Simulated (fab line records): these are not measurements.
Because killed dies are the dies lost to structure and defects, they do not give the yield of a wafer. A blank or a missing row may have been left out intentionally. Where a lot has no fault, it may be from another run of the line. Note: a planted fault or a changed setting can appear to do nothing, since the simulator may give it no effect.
Which of the tools did it? | flow ritCmos | Sampling: 7 lots, 21 wafers, 2 of 202 route steps

== WHAT THE GAUGES READ, wafer by wafer ==
RIT_M1_CD_MEAS_09: the cd target is 2600 nm.
lot  | measured    | on       | cdNm (nm)
L259 | day 3 15:47 | cdSem-02 | 2599.8 2599.4 2598.1
L261 | day 3 21:59 | cdSem-02 | 2596.6 2596.2 2597.1
L267 | day 5 10:43 | cdSem-02 | 2599.5 2599.5 2598.8
L272 | day 6 10:36 | cdSem-01 | 2545.7 2545.3 2547.8
L275 | day 7 01:05 | cdSem-02 | 2598.1 2599.7 2595.0
L277 | day 7 07:53 | cdSem-02 | 2600.3 2600.0 2600.1
L281 | day 8 05:53 | cdSem-02 | 2593.0 2595.6 2594.3

== EACH LOT AND THE TOOL THAT RAN IT (in order: tool; ch and the chambers of the sampled wafers; start) ==
lot  | RIT_M1_EXPOSE_06
L259 | ilineStepper-02 ch 0, day 3 15:13
L261 | ilineStepper-02 ch 0, day 3 21:34
L267 | ilineStepper-01 ch 0, day 5 10:17
L272 | ilineStepper-02 ch 0, day 6 10:10
L275 | ilineStepper-01 ch 0, day 7 00:39
L277 | ilineStepper-01 ch 0, day 7 07:27
L281 | ilineStepper-01 ch 0, day 8 05:28
- RIT_M1_EXPOSE_06: exposes mask M12, target cd 2600 nm.

== THE ANSWER, worked out from the rows above alone ==
Rule: usual is defined by the lots themselves. The widest of any qualifying gaps counts: lots, ordered by their means at a reading, are off when they make up no more than a third of the lots, leave a main group of 4 or more, and stand apart from it by 3 or more times the standard deviation of that group's means. If all means in a main group match to the digits the tables above print for the reading, that group is not used. A lot without any number at a reading at which 4 lots or more have one is off too. All remaining lots with rows at the step are treated as sound.
Off: L272 (RIT_M1_CD_MEAS_09, cdNm). Main group: mean 2597.8 nm, sd 2.
If a tool, at a process step before that reading, ran all the lots that are off and no sound lot after the first of them, it fits. The gauges at RIT_M1_CD_MEAS_09 are tried like those tools. Undecided on this evidence; 2 tools fit (ilineStepper-02 at RIT_M1_EXPOSE_06, cdSem-01 at RIT_M1_CD_MEAS_09).

== WHAT HAD BEEN PUT IN BY THE SIMULATOR ==
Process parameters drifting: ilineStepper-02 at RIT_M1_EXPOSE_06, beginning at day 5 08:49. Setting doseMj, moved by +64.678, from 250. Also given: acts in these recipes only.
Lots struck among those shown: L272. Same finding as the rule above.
